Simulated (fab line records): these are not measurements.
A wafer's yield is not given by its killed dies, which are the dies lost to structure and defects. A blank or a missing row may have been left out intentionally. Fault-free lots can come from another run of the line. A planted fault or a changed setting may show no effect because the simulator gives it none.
What tool caused it? | flow berkeley cmos170 | Sampling: 15 lots, 45 wafers, 4 of 331 route steps

== WHAT EACH GAUGE READ, for each wafer ==
UCB170_V2_THK_MEAS_04. Usual: V2_POLISHED_THK gives 999.6 nm (standard deviation 1).
lot  | measured     | on            | V2_POLISHED_THK (nm) | flag
L580 | day 9 04:19  | film metro-04 | 999.8 998.7 999.4    |
L582 | day 9 13:43  | film metro-04 | 998.3 999.5 1000.0   |
L583 | day 9 15:42  | film metro-01 | 1000.8 1000.8 1000.5 |
L585 | day 9 16:10  | film metro-02 | 1000.7 1000.0 1001.7 |
L584 | day 9 17:12  | film metro-01 | 999.3 998.9 1000.3   |
L581 | day 9 19:33  | film metro-01 | 1000.9 1002.0 1000.6 |
L587 | day 10 05:32 | film metro-02 | 1000.1 1000.3 998.5  |
L589 | day 10 23:07 | film metro-01 | 999.7 998.8 998.3    |
L591 | day 11 14:45 | film metro-02 | 1000.2 1001.8 998.9  |
L592 | day 11 15:41 | film metro-04 | 998.5 998.2 998.6    |
L594 | day 11 17:44 | film metro-02 | 1001.4 1002.2 1000.6 |
L595 | day 12 02:30 | film metro-01 | 998.6 999.3 997.5    |
L598 | day 13 05:19 | film metro-04 | 1002.0 999.6 999.2   |
L599 | day 13 04:44 | film metro-04 | 998.8 999.2 998.9    |
L597 | day 13 05:37 | film metro-02 | 997.5 999.0 999.2    |

UCB170_M3_BOW_MEAS_20. Usual: M3_BOW gives 34 um (standard deviation 6.9).
lot  | measured     | on            | M3_BOW (um) | flag
L580 | day 9 11:10  | film metro-02 | 37 43 46    |
L582 | day 9 19:38  | film metro-03 | 45 26 52    |
L583 | day 9 20:58  | film metro-04 | 28 43 32    |
L585 | day 9 22:16  | film metro-04 | 43 28 40    |
L584 | day 9 22:53  | film metro-02 | 30 35 35    |
L581 | day 10 00:22 | film metro-03 | 30 37 21    |
L587 | day 10 10:03 | film metro-02 | 37 32 30    |
L589 | day 11 07:47 | film metro-04 | 36 28 30    |
L591 | day 12 00:37 | film metro-02 | 30 26 37    |
L592 | day 12 02:40 | film metro-04 | 31 31 40    |
L594 | day 12 02:11 | film metro-04 | 25 30 27    |
L595 | day 12 08:22 | film metro-03 | 25 51 25    |
L598 | day 13 11:02 | film metro-02 | 33 36 44    |
L599 | day 13 10:26 | film metro-03 | 45 43 38    |
L597 | day 13 11:24 | film metro-03 | 34 22 38    |

== TOOL THAT RAN EACH LOT (tool first, then ch and the chambers of the sampled wafers, then the start) ==
lot  | UCB170_SILICIDE_WET_ETCH_05     | UCB170_V2_CMP_02
L580 | wet bench-04 ch 3, day 8 10:49  | cmp-01 ch 0,3, day 9 03:57
L582 | wet bench-04 ch 0, day 8 20:52  | cmp-01 ch 2,3, day 9 13:18
L583 | wet bench-04 ch 2, day 8 21:07  | cmp-02 ch 1,3, day 9 15:16
L585 | wet bench-04 ch 3, day 8 21:18  | cmp-01 ch 0,1,2, day 9 15:45
L584 | wet bench-04 ch 2, day 8 21:38  | cmp-02 ch 2,3, day 9 16:46
L581 | wet bench-04 ch 2, day 8 21:55  | cmp-01 ch 0,2, day 9 19:08
L587 | wet bench-04 ch 1, day 9 12:53  | cmp-02 ch 0,1,2, day 10 05:13
L589 | wet bench-01 ch 2, day 10 03:39 | cmp-01 ch 0,3, day 10 22:41
L591 | wet bench-04 ch 0, day 10 20:57 | cmp-02 ch 0,2,3, day 11 14:23
L592 | wet bench-04 ch 0, day 10 20:57 | cmp-02 ch 1,2, day 11 15:15
L594 | wet bench-01 ch 0, day 11 00:37 | cmp-01 ch 2,3, day 11 17:19
L595 | wet bench-04 ch 0, day 11 06:46 | cmp-02 ch 0,2,3, day 12 02:11
L598 | wet bench-04 ch 2, day 12 01:56 | cmp-01 ch 1,2,3, day 13 04:53
L599 | wet bench-04 ch 1, day 12 01:56 | cmp-01 ch 0,3, day 13 04:17
L597 | wet bench-04 ch 0, day 12 02:22 | cmp-01 ch 0,1,2, day 13 05:17
- UCB170_SILICIDE_WET_ETCH_05: etches Ti in SPM, time 45 s.
- UCB170_V2_CMP_02: polishes SiO2.

== WHAT THE TOOLS THEMSELVES READ (means of the sampled wafers that have a number; where no wafer has one, the mark that the record gives instead) ==
UCB170_V2_CMP_02. Usual: motor current A at 16.5 A, with a standard deviation of 1.1.
lot  | tool   | motor current A (A) | flag
L580 | cmp-01 | 17.0                |
L582 | cmp-01 | 16.5                |
L583 | cmp-02 | 16.2                |
L585 | cmp-01 | 16.4                |
L584 | cmp-02 | 17.9                |
L581 | cmp-01 | 16.5                |
L587 | cmp-02 | 16.6                |
L589 | cmp-01 | 16.1                |
L591 | cmp-02 | 16.8                |
L592 | cmp-02 | 16.7                |
L594 | cmp-01 | 16.4                |
L595 | cmp-02 | 17.2                |
L598 | cmp-01 | 17.1                |
L599 | cmp-01 | 16.6                |
L597 | cmp-01 | 16.1                |

== THE ANSWER, worked out from the rows above alone ==
Rule: a lot counts as off when the mean over its wafers that have a number is more than 3 standard deviations away from the usual mean. A lot without any number at a reading at which 4 lots or more have one is off too. All remaining lots with rows at the step are treated as sound. Order of review: gauges by route order, followed by the tools' own readings, for which a lot's mean as printed above is used. At the first step where some lot is off, the reading lying furthest off is the one used; lots without a number count as furthest.
None of the lots is off at any reading shown; this tells nothing.

== WHAT HAD BEEN PUT IN BY THE SIMULATOR ==
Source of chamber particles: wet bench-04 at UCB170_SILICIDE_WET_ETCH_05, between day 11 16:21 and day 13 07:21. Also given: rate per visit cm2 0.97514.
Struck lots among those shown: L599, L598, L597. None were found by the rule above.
